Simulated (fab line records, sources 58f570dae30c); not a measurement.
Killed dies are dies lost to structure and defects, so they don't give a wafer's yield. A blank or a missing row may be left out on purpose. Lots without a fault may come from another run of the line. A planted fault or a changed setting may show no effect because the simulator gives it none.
A struck lot beside a sound one | flow berkeley_cmos170 | 24 steps out of a route of 331
Sound: wafers L246.2, L246.5, L246.6. Struck: wafers L261.3, L261.4, L261.6. The cause comes at the end.
At each step with rows: each side's tool, then ch and its chambers, then its first start. Under that, the readings that differ: sound wafers | struck wafers | difference of the means | sigmas: that difference in standard deviations of wafers without a fault.
alike: readings whose means differ by less than 2 such deviations, and words and numbers that are the same on both sides. not compared: withheld readings, readings that some wafer has no value for, bounds like >300 that may hide the same value, and numbers for which the record gives no deviation and whose values overlap.
The two part at a step that has a row with sigmas, a row that says differs or no value, or rows on one side only. Numbers that don't overlap but have no deviation are shown without sigmas and don't part them. A reading that every wafer of one side lacks parts them only if that side has two wafers or more.

UCB170_NWELL_ETCH_13: etches Si3N4 in CH3F/Ar/O2, stops on SiO2, target depth 246.4 nm, time 154 s.
  sound on rie_diel-01 ch 0,1, day 4 02:50; struck on rie_diel-04 ch 0,2, day 6 23:05
  alike: drypump_motor_current_A, oes_product_au, throttle_valve_pct
  not compared: rf_hours_counter_h
then, 1 step without rows for these wafers: UCB170_NWELL_IMPLANT_14.
UCB170_NWELL_STRIP_15: strips in O2.
  sound on plasma_asher-03 ch 0,1, day 4 03:05; struck on plasma_asher-04 ch 0,1, day 6 23:22
  alike: drypump_motor_current_A, oes_product_au, strip_time_to_endpoint_s
  not compared: rf_hours_counter_h
UCB170_NWELL_TW_MEAS_16:
  sound on film_metro-04, day 4 03:11; struck on film_metro-01, day 6 23:27
  alike: NWELL_TW
then, 6 steps without rows for these wafers: UCB170_NWELL_CLEAN_17 (cleans in SPM, time 600 s); UCB170_NWELL_WET_ETCH_18 (etches Si3N4 in H3PO4, time 14400 s); UCB170_NWELL_WET_ETCH_19 (etches SiO2 in BOE, time 22 s); UCB170_PWELL_CLEAN_00 (cleans in SPM, time 600 s); UCB170_PWELL_CLEAN_01 (cleans in dHF, time 60 s); UCB170_PWELL_OXIDATION_02 (target thk 26.4 nm, ox time 1260 s).
UCB170_PWELL_THK_MEAS_03:
  sound on film_metro-03, day 4 14:50; struck on film_metro-01, day 7 08:57
  alike: PWELL_OXIDE_THK
then, 1 step without rows for these wafers: UCB170_PWELL_ANNEAL_04 (time 900 s).
UCB170_PWELL_CVD_05: deposits Si3N4 from SiH2Cl2/NH3, target thk 220 nm, time 3300 s.
  sound on lpcvd-02 ch 1, day 4 18:18; struck on lpcvd-02 ch 0, day 7 12:44
  reading                                 | sound             | struck            | difference | sigmas
  zone_power_source_pct (%)               | 20.9 20.8 20.8    | 25.6 25.4 25.0    | +4.5       | +2
  model.Si3N4_of_PWELL_CVD_05.thk_nm (nm) | 221.1 221.1 221.9 | 185.3 186.8 184.6 | -35.8      |
  alike: nh3_flow_sccm, pressure_mtorr
UCB170_PWELL_THK_MEAS_06:
  sound on film_metro-01, day 4 20:13; struck on film_metro-04, day 7 15:38
  reading                | sound             | struck            | difference | sigmas
  PWELL_NITRIDE_THK (nm) | 221.2 221.1 222.0 | 185.2 186.8 184.6 | -35.9      | -14
then, 6 steps without rows for these wafers: UCB170_PWELL_HMDS_07 (prime time 60 s); UCB170_PWELL_COAT_08 (resist thk 900 nm); UCB170_PWELL_SOFTBAKE_09 (time 60 s); UCB170_PWELL_EXPOSE_10 (exposes mask PWELL, target cd 3000 nm); UCB170_PWELL_PEB_11; UCB170_PWELL_DEVELOP_12 (develop time 45 s).
UCB170_PWELL_OVL_MEAS_13:
  sound on overlay-02, day 4 21:43; struck on overlay-02, day 7 16:52
  alike: PWELL_OVL
UCB170_PWELL_ETCH_14: etches Si3N4 in CH3F/Ar/O2, stops on SiO2, target depth 242 nm, time 151 s.
  sound on rie_diel-02 ch 0,2,3, day 4 21:44; struck on rie_diel-02 ch 0,3, day 7 16:53
  reading                  | sound             | struck            | difference | sigmas
  oes_product_au (a.u.)    | 0.956 0.944 0.979 | 0.874 0.879 0.882 | -0.081     | -5
  model.etch.depth_nm (nm) | 221.1 221.1 221.9 | 185.3 186.8 184.6 | -35.8      |
  alike: drypump_motor_current_A, throttle_valve_pct
  not compared: rf_hours_counter_h
then, 1 step without rows for these wafers: UCB170_PWELL_IMPLANT_15.
UCB170_M3_PROBE_99:
  the record has rows for the sound wafers here (prober-01, day 9 13:13) and none for the struck ones

WHERE THEY PART
First at UCB170_PWELL_CVD_05; last, within this record, at UCB170_M3_PROBE_99.

WHY: what the simulator had put in
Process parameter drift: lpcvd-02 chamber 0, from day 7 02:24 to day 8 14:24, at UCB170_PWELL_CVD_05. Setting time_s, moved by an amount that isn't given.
